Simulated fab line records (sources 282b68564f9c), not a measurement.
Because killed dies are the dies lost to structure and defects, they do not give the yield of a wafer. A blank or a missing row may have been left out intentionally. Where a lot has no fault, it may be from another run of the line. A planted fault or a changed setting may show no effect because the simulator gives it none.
2 desks, one fault :: flow rit_cmos :: numbers are kept per desk, each desk with only its own; the story behind them comes last

== FOR THE TOOL OWNER'S DESK: rie_diel-02 ==
The tool's own readings at RIT_SPACER_ETCHBACK_05 (etches Si3N4 in SF6/CHF3, stops on SiO2, target depth 250 nm, time 240 s): means of the sampled wafers that have a number, for each lot that ran on this tool. Marked OUT: a lot whose mean sits more than 4 standard deviations from the usual mean, which makes it out of limits; the brackets give that distance.
Columns: A = drypump_motor_current_A at RIT_SPACER_ETCHBACK_05, usual 5.7 A; B = oes_product_au at RIT_SPACER_ETCHBACK_05, usual 0.847 a.u.; C = throttle_valve_pct at RIT_SPACER_ETCHBACK_05, usual 10.20 %
lot: L133
first seen here: day 3 05:19
A: 5.4
B: 0.853
C: 10.13

lot: L134
first seen here: day 3 11:04
A: 5.7
B: 0.861
C: 10.22

lot: L135
first seen here: day 3 14:34
A: 5.5
B: 0.817
C: 10.20

lot: L139
first seen here: day 4 14:14
A: 5.9
B: 0.808
C: 10.25

lot: L152
first seen here: day 7 07:19
A: 5.6
B: 0.846
C: 10.31

lot: L155
first seen here: day 7 20:04
A: 6.1
B: 0.838
C: 10.26
This desk found nothing out of limits on any of the 6 lots.

== METROLOGY DESK ==
Means of the sampled wafers that have a number, per lot and without regard to the tool the lot ran on: this is what the gauges read. Marked OUT: a lot whose mean sits more than 4 standard deviations from the usual mean, which makes it out of limits; the brackets give that distance.
Columns: A = GATE_OVL at RIT_GATE_OVL_MEAS_17, usual -0.7 nm
lot: L132
first seen here: day 2 17:36
A: -1.6

lot: L133
first seen here: day 2 18:05
A: -1.1

lot: L134
first seen here: day 3 01:52
A: 0.7

lot: L135
first seen here: day 3 05:37
A: 2.8

lot: L136
first seen here: day 3 10:23
A: -1.4

lot: L137
first seen here: day 3 15:54
A: 1.3

lot: L139
first seen here: day 4 05:21
A: -0.2

lot: L146
first seen here: day 5 16:47
A: -1.8

lot: L147
first seen here: day 5 17:31
A: -1.2

lot: L149
first seen here: day 6 08:03
A: -1.6

lot: L151
first seen here: day 6 13:22
A: 1.2

lot: L152
first seen here: day 6 20:20
A: -2.8

lot: L153
first seen here: day 7 02:22
A: -1.0

lot: L155
first seen here: day 7 09:43
A: 0.4
This desk found nothing out of limits on any of the 14 lots.

== PUT TOGETHER ==
Nothing out of limits was seen by the tool owner's desk.
Metrology desk: nothing out of limits seen.

== WHAT HAD BEEN PUT IN BY THE SIMULATOR ==
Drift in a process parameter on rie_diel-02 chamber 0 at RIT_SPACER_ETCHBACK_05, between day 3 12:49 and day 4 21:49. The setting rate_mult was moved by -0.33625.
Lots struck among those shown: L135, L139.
